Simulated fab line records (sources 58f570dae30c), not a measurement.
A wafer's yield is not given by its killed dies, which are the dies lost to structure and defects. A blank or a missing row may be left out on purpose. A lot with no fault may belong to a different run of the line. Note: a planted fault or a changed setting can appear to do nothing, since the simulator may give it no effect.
Commonality check across tools | flow berkeley_cmos170 | Lots sampled 14, wafers sampled 48

## REASON IT WAS OPENED
Of 14 lots, 2 have the reading PFIELD_TW flagged at UCB170_PFIELD_TW_MEAS_09. Wafers without a fault read 601, standard deviation 3.9.
Rule: a lot gets a flag if all its wafers with a number sit over 4 standard deviations from that mean, or if no wafer of it has a number. As for the other lots, they are considered sound.

lot  | measured    | on            | PFIELD_TW, wafer by wafer | flag
L891 | day 5 03:36 | film_metro-02 | 602 600 601               |
L892 | day 5 03:56 | film_metro-02 | 601 599 600               |
L894 | day 5 07:38 | film_metro-04 | 608 606 603               |
L893 | day 5 07:55 | film_metro-02 | 743 747 747 743 742 746   | FLAGGED
L904 | day 7 09:41 | film_metro-04 | 603 603 606               |
L901 | day 7 10:18 | film_metro-04 | 760 760 757 752 753 756   | FLAGGED
L905 | day 7 12:23 | film_metro-02 | 598 599 601               |
L907 | day 7 15:51 | film_metro-04 | 605 606 607               |
L908 | day 8 11:10 | film_metro-03 | 599 599 597               |
L909 | day 8 11:22 | film_metro-02 | 599 601 597               |
L910 | day 8 11:52 | film_metro-02 | 601 599 597               |
L912 | day 8 21:27 | film_metro-03 | 602 596 599               |
L913 | day 9 00:16 | film_metro-02 | 600 600 598               |
L914 | day 9 00:31 | film_metro-03 | 601 599 600               |
On average the flagged lots' numbers are 750, which is +150 against the usual, or +38 standard deviations.

## TOOL THAT RAN EACH LOT
The record keeps 1 process step preceding the reading, out of 331 steps on the route. Read each cell as the tool, then ch plus the chambers that the sampled wafers visited, then the start.
lot  | flag    | UCB170_PFIELD_IMPLANT_07
L891 |         | implanter-04 ch 0, day 5 03:20
L892 |         | implanter-04 ch 0, day 5 03:43
L894 |         | implanter-04 ch 0, day 5 07:23
L893 | FLAGGED | implanter-02 ch 0, day 5 07:16
L904 |         | implanter-02 ch 0, day 7 09:26
L901 | FLAGGED | implanter-01 ch 0, day 7 09:38
L905 |         | implanter-04 ch 0, day 7 12:05
L907 |         | implanter-04 ch 0, day 7 15:36
L908 |         | implanter-02 ch 0, day 8 10:57
L909 |         | implanter-01 ch 0, day 8 11:07
L910 |         | implanter-04 ch 0, day 8 11:37
L912 |         | implanter-04 ch 0, day 8 21:12
L913 |         | implanter-02 ch 0, day 9 00:01
L914 |         | implanter-01 ch 0, day 9 00:16
What these steps do:
- UCB170_PFIELD_IMPLANT_07
- UCB170_PFIELD_TW_MEAS_09

## FLAGGED OVER TOTAL, TOOL BY TOOL (the gauges that took the reading come last)
step                     | tool          | lots run | flagged | share of the flagged lots | sound lots run after its first flagged lot
UCB170_PFIELD_IMPLANT_07 | implanter-01  | 3        | 1       | some                      | 2 (L909,L914)
UCB170_PFIELD_IMPLANT_07 | implanter-02  | 4        | 1       | some                      | 3 (L904,L908,L913)
UCB170_PFIELD_IMPLANT_07 | implanter-04  | 7        | 0       | none                      | -
UCB170_PFIELD_TW_MEAS_09 | film_metro-02 | 7        | 1       | some                      | 4 (L905,L909,L910,L913)
UCB170_PFIELD_TW_MEAS_09 | film_metro-03 | 3        | 0       | none                      | -
UCB170_PFIELD_TW_MEAS_09 | film_metro-04 | 4        | 1       | some                      | 1 (L907)

## THE TABLE: WHAT IT ALLOWS
No row of the table ran every flagged lot.

## WHAT THE SIMULATOR HAD INSERTED
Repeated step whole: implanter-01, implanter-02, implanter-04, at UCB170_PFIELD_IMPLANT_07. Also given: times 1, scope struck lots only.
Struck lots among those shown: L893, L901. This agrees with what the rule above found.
